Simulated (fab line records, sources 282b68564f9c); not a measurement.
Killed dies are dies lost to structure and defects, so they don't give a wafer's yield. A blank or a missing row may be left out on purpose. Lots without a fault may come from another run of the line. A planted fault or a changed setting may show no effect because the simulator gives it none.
Which tool did it? | flow rit_cmos | 6 lots, 18 wafers sampled, at 2 steps of a route of 202

WHAT THE GAUGES READ, wafer by wafer
RIT_PWELL_TW_MEAS_10.
lot  | measured    | on            | PWELL_TW
L826 | day 2 03:34 | film_metro-02 | 962 962 965
L829 | day 2 19:56 | film_metro-03 | 957 953 950
L832 | day 3 10:50 | film_metro-04 | 937 943 942
L837 | day 4 11:08 | film_metro-02 | 963 957 962
L844 | day 5 23:16 | film_metro-02 | 961 958 967
L847 | day 6 14:10 | film_metro-04 | 945 939 943

WHICH TOOL RAN EACH LOT (tool, then ch and the chambers of the sampled wafers, then the start)
lot  | RIT_PWELL_STRIP_09
L826 | plasma_asher-03 ch 0,1, day 2 03:24
L829 | plasma_asher-01 ch 0,1, day 2 19:46
L832 | plasma_asher-02 ch 0,1, day 3 10:39
L837 | plasma_asher-01 ch 0,1, day 4 10:57
L844 | plasma_asher-01 ch 0,1, day 5 23:05
L847 | plasma_asher-02 ch 0,1, day 6 13:59
- RIT_PWELL_STRIP_09: strips in O2, time 180 s.

THE ANSWER, worked out from the rows above alone
Rule: what is usual is taken from the lots themselves. Put in order of their means at a reading, lots are off if they are a third of the lots or fewer, leave a main group of 4 or more, and stand apart from it by a gap of 3 or more times the standard deviation of the main group's means; of several such gaps the widest counts. A main group whose means are all the same, to the digits that the tables above print for the reading, isn't used. A lot without any number at a reading at which 4 lots or more have one is off too. The other lots that the step has rows for count as sound.
No lot is off at any reading shown: from this, nothing can be told.

WHAT THE SIMULATOR HAD PUT IN
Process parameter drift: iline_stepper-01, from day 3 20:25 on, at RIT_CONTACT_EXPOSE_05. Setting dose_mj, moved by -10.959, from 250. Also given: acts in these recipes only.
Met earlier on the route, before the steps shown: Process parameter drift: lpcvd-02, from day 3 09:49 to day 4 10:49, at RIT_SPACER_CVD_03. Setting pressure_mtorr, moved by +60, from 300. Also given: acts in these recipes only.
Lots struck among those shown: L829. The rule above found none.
